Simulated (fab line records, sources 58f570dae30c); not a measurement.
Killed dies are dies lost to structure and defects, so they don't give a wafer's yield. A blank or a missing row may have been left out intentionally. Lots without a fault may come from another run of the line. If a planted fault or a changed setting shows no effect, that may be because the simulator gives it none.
Matching of chambers / flow berkeley_cmos170 / 4 sister chambers for UCB170_SPACER_ETCHBACK_03 on rie_diel-02
The step etches SiO2 in CHF3/CF4/Ar, stops on Si, target depth 376 nm, time 100 s. 14 wafers are shown with their chamber, then 6 later ones without.

== EACH WAFER AND ITS CHAMBER ==
wafer=L754.1; chamber=1; drypump_motor_current_A (A)=6.2; throttle_valve_pct (%)=6.55; oes_product_au (a.u.)=0.880
wafer=L754.4; chamber=3; drypump_motor_current_A (A)=5.1; throttle_valve_pct (%)=6.39; oes_product_au (a.u.)=0.916
wafer=L754.5; chamber=2; drypump_motor_current_A (A)=5.4; throttle_valve_pct (%)=6.51; oes_product_au (a.u.)=0.911
wafer=L755.4; chamber=1; drypump_motor_current_A (A)=6.2; throttle_valve_pct (%)=6.53; oes_product_au (a.u.)=0.905
wafer=L755.5; chamber=2; drypump_motor_current_A (A)=5.5; throttle_valve_pct (%)=6.49; oes_product_au (a.u.)=0.910
wafer=L755.6; chamber=3; drypump_motor_current_A (A)=5.1; throttle_valve_pct (%)=6.40; oes_product_au (a.u.)=0.927
wafer=L759.1; chamber=0; drypump_motor_current_A (A)=5.3; throttle_valve_pct (%)=6.28; oes_product_au (a.u.)=0.915
wafer=L759.2; chamber=2; drypump_motor_current_A (A)=5.4; throttle_valve_pct (%)=6.52; oes_product_au (a.u.)=0.911
wafer=L759.6; chamber=0; drypump_motor_current_A (A)=5.3; throttle_valve_pct (%)=6.27; oes_product_au (a.u.)=0.937
wafer=L763.2; chamber=2; drypump_motor_current_A (A)=5.5; throttle_valve_pct (%)=6.50; oes_product_au (a.u.)=0.885
wafer=L763.3; chamber=1; drypump_motor_current_A (A)=6.2; throttle_valve_pct (%)=6.54; oes_product_au (a.u.)=0.866
wafer=L763.5; chamber=2; drypump_motor_current_A (A)=5.5; throttle_valve_pct (%)=6.49; oes_product_au (a.u.)=0.898
wafer=L768.2; chamber=1; drypump_motor_current_A (A)=6.2; throttle_valve_pct (%)=6.54; oes_product_au (a.u.)=0.884
wafer=L768.6; chamber=2; drypump_motor_current_A (A)=5.4; throttle_valve_pct (%)=6.50; oes_product_au (a.u.)=0.907

SIGNATURES, as means of the wafers listed above
reading=drypump_motor_current_A; chamber 0=5.300; chamber 1=6.200; chamber 2=5.450; chamber 3=5.100; scatter within a chamber=0.0387
reading=throttle_valve_pct; chamber 0=6.2750; chamber 1=6.5400; chamber 2=6.5017; chamber 3=6.3950; scatter within a chamber=0.00992
reading=oes_product_au; chamber 0=0.92600; chamber 1=0.88375; chamber 2=0.90367; chamber 3=0.92150; scatter within a chamber=0.0127
Rule: a wafer's distance from a chamber is the root of the sum, over the readings, of the square of ((its reading less the chamber's mean) divided by the reading's scatter). If the next closest chamber is less than 2 further off than the closest, the wafer can't be placed; otherwise it belongs to the closest. How the scatter is found: for the shown wafers, subtract from each reading the mean of its chamber, square and add these, divide the total by (wafers less chambers), then take the root.

== WAFERS WITHOUT THEIR CHAMBER ==
wafer=L772.1; drypump_motor_current_A (A)=5.3; throttle_valve_pct (%)=6.28; oes_product_au (a.u.)=0.913
wafer=L772.4; drypump_motor_current_A (A)=6.2; throttle_valve_pct (%)=6.54; oes_product_au (a.u.)=0.896
wafer=L772.5; drypump_motor_current_A (A)=5.4; throttle_valve_pct (%)=6.52; oes_product_au (a.u.)=0.903
wafer=L775.1; drypump_motor_current_A (A)=5.3; throttle_valve_pct (%)=6.28; oes_product_au (a.u.)=0.915
wafer=L775.2; drypump_motor_current_A (A)=5.4; throttle_valve_pct (%)=6.50; oes_product_au (a.u.)=0.891
wafer=L775.4; drypump_motor_current_A (A)=6.2; throttle_valve_pct (%)=6.53; oes_product_au (a.u.)=0.889

== CHAMBER TAKEN BY EACH ==
wafer=L772.1; from the rows above=0; in truth=0
wafer=L772.4; from the rows above=1; in truth=1
wafer=L772.5; from the rows above=2; in truth=2
wafer=L775.1; from the rows above=0; in truth=0
wafer=L775.2; from the rows above=2; in truth=2
wafer=L775.4; from the rows above=1; in truth=1
Correctly placed: 6 of 6. Number that these rows cannot place: 0. 0 placed wrongly.
